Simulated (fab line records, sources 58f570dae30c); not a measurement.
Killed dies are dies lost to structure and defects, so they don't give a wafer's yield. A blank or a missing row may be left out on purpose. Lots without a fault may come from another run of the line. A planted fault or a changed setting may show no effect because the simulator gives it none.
Split-lot experiment | flow berkeley_cmos170 | 5 lots, 23 wafers read, on a route of 331 steps

THE SPLIT
At UCB170_V2_ETCH_14 (etches SiO2 in CHF3/CF4/Ar, stops on Al, target depth 1250 nm, time 291 s), the setting rf_w was moved away from the recipe's 700 W on 10 of the 23 wafers read, by -8.8% to +8.3%. The other wafers ran this setting at the recipe's value.

The reading is taken at the split's own step.

THE READING
KrF_of_V2_COAT_07.thk_nm (the simulator's own value, which no gauge read), in nm, at UCB170_V2_ETCH_14 (etches SiO2 in CHF3/CF4/Ar, stops on Al, target depth 1250 nm, time 291 s). The file gives no usual value for it. The 13 wafers here that ran the recipe average 610.9 nm, standard deviation 3.3 nm.

wafer  | tool, chamber at the split | rf_w as run, W | against the recipe | KrF_of_V2_COAT_07.thk_nm, nm | against lot-mates on the recipe
L074.2 | rie_diel-02, 2             | 700            | recipe             | 607.6                        | -
L074.3 | rie_diel-02, 1             | 700            | recipe             | 613.6                        | -
L074.4 | rie_diel-02, 3             | 676.7          | -3.3%              | 611.9                        | +1.3
L074.5 | rie_diel-02, 3             | 676.7          | -3.3%              | 614                          | +3.4
L074.6 | rie_diel-02, 0             | 676.7          | -3.3%              | 615.9                        | +5.3
L076.1 | rie_diel-02, 0             | 700            | recipe             | 609.3                        | -
L076.2 | rie_diel-02, 1             | 700            | recipe             | 613.6                        | -
L076.3 | rie_diel-02, 2             | 650.5          | -7.1%              | 617.4                        | +5.9
L076.4 | rie_diel-02, 3             | 650.5          | -7.1%              | 620.6                        | +9.1
L076.5 | rie_diel-02, 1             | 650.5          | -7.1%              | 621                          | +9.5
L078.1 | rie_diel-02, 2             | 758.3          | +8.3%              | 598.3                        | -14.5
L078.3 | rie_diel-02, 3             | 700            | recipe             | 615.3                        | -
L078.4 | rie_diel-02, 1             | 700            | recipe             | 612.1                        | -
L078.5 | rie_diel-02, 3             | 700            | recipe             | 611.1                        | -
L078.6 | rie_diel-02, 2             | 758.3          | +8.3%              | 601.7                        | -11.1
L079.3 | rie_diel-04, 3             | 700            | recipe             | 614.7                        | -
L079.4 | rie_diel-04, 2             | 700            | recipe             | 603.4                        | -
L079.6 | rie_diel-04, 1             | 700            | recipe             | 610                          | -
L084.2 | rie_diel-01, 1             | 700            | recipe             | 613.8                        | -
L084.3 | rie_diel-01, 2             | 700            | recipe             | 607.4                        | -
L084.4 | rie_diel-01, 2             | 638.3          | -8.8%              | 619                          | +8.7
L084.5 | rie_diel-01, 3             | 638.3          | -8.8%              | 626.5                        | +16.2
L084.6 | rie_diel-01, 1             | 700            | recipe             | 609.6                        | -

THE FIT
A straight line over all 23 wafers: KrF_of_V2_COAT_07.thk_nm changes by -1.28 nm for each +1% of rf_w; r = -0.88; the points scatter about the line by 3.1 nm.
The same after taking each lot's own level away (the mean of its wafers on the recipe; 23 wafers): -1.37 nm for each +1%; r = -0.90; scatter 3 nm.
On that fit, the largest move of rf_w shifts the reading by 12 nm.
The lots' own levels span 609.37 to 612.83 nm, that is 1.0 times the standard deviation above.
So the lot-to-lot level changes the slope little: the two slopes agree.
Check: with one of the wafers moved furthest among these (-8.8%) left out of the fit, the line predicts +12.3 nm for it against its lot-mates. It came out at +8.73 nm against them.

OTHER SPLITS ON THESE WAFERS
These wafers also went through other splits before the reading. Each is held against what the fit with the lots' levels taken away leaves over:
other split on the same wafers         | wafers away from the commonest value | r with KrF_of_V2_COAT_07.thk_nm (lot level and that fit taken away)
UCB170_M1_SPUTTER_00 power_w           | 8                                    | -0.28
UCB170_M2_SPUTTER_01 time_s            | 6                                    | -0.05
UCB170_M2_METAL_ETCH_18 over_etch_frac | 8                                    | +0.00
UCB170_V2_PEB_10 peb_temp_c            | 5                                    | +0.07

THE FILE'S OWN FIT
KrF_of_V2_COAT_07.thk_nm changes by -1.38 nm for each +1% of rf_w, r = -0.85.
